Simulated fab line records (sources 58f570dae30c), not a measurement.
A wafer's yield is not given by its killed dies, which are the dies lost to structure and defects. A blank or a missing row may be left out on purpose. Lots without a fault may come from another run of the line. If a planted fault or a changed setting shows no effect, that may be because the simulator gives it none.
What tool caused it?    flow berkeley cmos170    45 wafers from 15 lots sampled at 3 of the route's 331 steps

## WHAT THE GAUGES READ, wafer by wafer
UCB170_NSD_TW_MEAS_10.
lot   measured      on             NSD_TW
L185  day 7 19:27   film metro-04  4265 4242 4273
L196  day 9 22:15   film metro-02  30 30 30 30 30 30
L194  day 9 22:20   film metro-04  30 30 30 30 30 30
L199  day 10 15:52  film metro-01  4169 4160 4137
L195  day 10 15:59  film metro-04  30 30 30 30 30 30
L198  day 10 16:09  film metro-01  4161 4152 4141
L197  day 10 16:23  film metro-04  4227 4229 4240
L201  day 11 04:40  film metro-04  4227 4214 4238
L202  day 11 23:01  film metro-04  4227 4225 4261
L207  day 12 09:19  film metro-04  4264 4251 4244
L203  day 12 09:22  film metro-02  4138 4163 4124
L205  day 12 10:07  film metro-01  4156 4199 4139
L206  day 12 10:23  film metro-01  4140 4154 4137
L204  day 12 10:47  film metro-01  4141 4163 4152
L208  day 12 18:11  film metro-01  4126 4167 4147

## EACH LOT AND THE TOOL THAT RAN IT (in order: tool; ch and the chambers of the sampled wafers; start)
lot   UCB170_PSD_STRIP_09                   UCB170_NSD_STRIP_09
L185  plasma asher-02 ch 0,1, day 7 17:07   plasma asher-04 ch 0,1, day 7 19:20
L196  plasma asher-03 ch 0,1, day 9 19:04   plasma asher-02 ch 0,1, day 9 22:08
L194  plasma asher-02 ch 0,1, day 9 19:18   plasma asher-01 ch 0,1, day 9 22:13
L199  plasma asher-04 ch 0,1, day 10 13:41  plasma asher-02 ch 1, day 10 15:46
L195  plasma asher-02 ch 0,1, day 10 13:48  plasma asher-01 ch 0,1, day 10 15:53
L198  plasma asher-03 ch 0,1, day 10 14:04  plasma asher-04 ch 0,1, day 10 16:02
L197  plasma asher-04 ch 0,1, day 10 14:16  plasma asher-01 ch 0,1, day 10 16:17
L201  plasma asher-04 ch 0,1, day 11 02:58  plasma asher-01 ch 0,1, day 11 04:34
L202  plasma asher-03 ch 0,1, day 11 21:04  plasma asher-02 ch 0,1, day 11 22:55
L207  plasma asher-02 ch 0,1, day 12 07:02  plasma asher-02 ch 0,1, day 12 09:13
L203  plasma asher-04 ch 0,1, day 12 07:10  plasma asher-04 ch 0,1, day 12 09:16
L205  plasma asher-02 ch 0,1, day 12 07:19  plasma asher-01 ch 0,1, day 12 10:01
L206  plasma asher-04 ch 0,1, day 12 07:26  plasma asher-02 ch 0,1, day 12 10:17
L204  plasma asher-03 ch 0,1, day 12 07:28  plasma asher-01 ch 0,1, day 12 10:34
L208  plasma asher-03 ch 0,1, day 12 15:53  plasma asher-02 ch 0,1, day 12 18:04
- UCB170_PSD_STRIP_09: strips in O2.
- UCB170_NSD_STRIP_09: strips in O2.

## WHAT THE TOOLS THEMSELVES READ (means of the sampled wafers that have a number; where no wafer has one, the mark that the record gives instead)
UCB170_PSD_STRIP_09.
lot   tool             chamber pressure mTorr (mTorr)  drypump motor current A (A)  oes product au (a.u.)  strip time to endpoint s (s)
L185  plasma asher-02  3501                            5.3                          0.604                  29.40
L196  plasma asher-03  -                               -                            -                      -
L194  plasma asher-02  -                               -                            -                      -
L199  plasma asher-04  3502                            6.1                          0.601                  29.29
L195  plasma asher-02  -                               -                            -                      -
L198  plasma asher-03  3498                            6.0                          0.601                  29.32
L197  plasma asher-04  3502                            5.9                          0.602                  29.34
L201  plasma asher-04  3497                            5.9                          0.595                  29.29
L202  plasma asher-03  3500                            5.6                          0.598                  29.29
L207  plasma asher-02  3499                            5.3                          0.602                  29.33
L203  plasma asher-04  3500                            6.1                          0.598                  29.40
L205  plasma asher-02  3505                            5.3                          0.598                  29.26
L206  plasma asher-04  3503                            5.9                          0.597                  29.33
L204  plasma asher-03  3503                            5.6                          0.600                  29.41
L208  plasma asher-03  3503                            6.0                          0.600                  29.36

UCB170_NSD_STRIP_09.
lot   tool             chamber pressure mTorr (mTorr)  drypump motor current A (A)  oes product au (a.u.)  strip time to endpoint s (s)
L185  plasma asher-04  3499                            5.9                          0.534                  35.90
L196  plasma asher-02  3500                            5.3                          0.619                  62.00
L194  plasma asher-01  3502                            6.4                          0.624                  61.97
L199  plasma asher-02  3501                            5.4                          0.535                  35.71
L195  plasma asher-01  3499                            6.4                          0.618                  62.12
L198  plasma asher-04  3498                            5.9                          0.538                  35.73
L197  plasma asher-01  3501                            6.4                          0.535                  35.78
L201  plasma asher-01  3501                            6.4                          0.536                  35.83
L202  plasma asher-02  3500                            5.3                          0.534                  35.74
L207  plasma asher-02  3500                            5.3                          0.536                  35.72
L203  plasma asher-04  3501                            5.9                          0.537                  35.90
L205  plasma asher-01  3503                            6.4                          0.530                  35.79
L206  plasma asher-02  3500                            5.3                          0.534                  35.80
L204  plasma asher-01  3501                            6.4                          0.536                  35.99
L208  plasma asher-02  3498                            5.3                          0.537                  35.79

## THE ANSWER, worked out from the rows above alone
Rule: usual is defined by the lots themselves. The widest of any qualifying gaps counts: lots, ordered by their means at a reading, are off when they make up no more than a third of the lots, leave a main group of 4 or more, and stand apart from it by 3 or more times the standard deviation of that group's means. The tables above print the reading to a certain number of digits; a main group whose means all agree to those digits is not used. A lot without any number at a reading at which 4 lots or more have one is off too. The other lots that the step has rows for count as sound. After the gauges, taken in route order, come the tools' own readings; for these a lot's mean is taken, as printed above. The first step at which some lot is off is used, and at that step the reading that is off furthest; a lot without a number counts as furthest.
Off: L196, L194, L195, seen at UCB170_NSD_TW_MEAS_10 (NSD_TW). For the main group the mean is 4189 and the standard deviation 46.
If a tool, at a process step before that reading, ran all the lots that are off and no sound lot after the first of them, it fits. The gauges at UCB170_NSD_TW_MEAS_10 aren't tried: what is off there is off at UCB170_PSD_STRIP_09 too, on other tools, and a gauge's error can't cause that. Not one of the candidates tried fits.

## WHAT THE SIMULATOR HAD PUT IN
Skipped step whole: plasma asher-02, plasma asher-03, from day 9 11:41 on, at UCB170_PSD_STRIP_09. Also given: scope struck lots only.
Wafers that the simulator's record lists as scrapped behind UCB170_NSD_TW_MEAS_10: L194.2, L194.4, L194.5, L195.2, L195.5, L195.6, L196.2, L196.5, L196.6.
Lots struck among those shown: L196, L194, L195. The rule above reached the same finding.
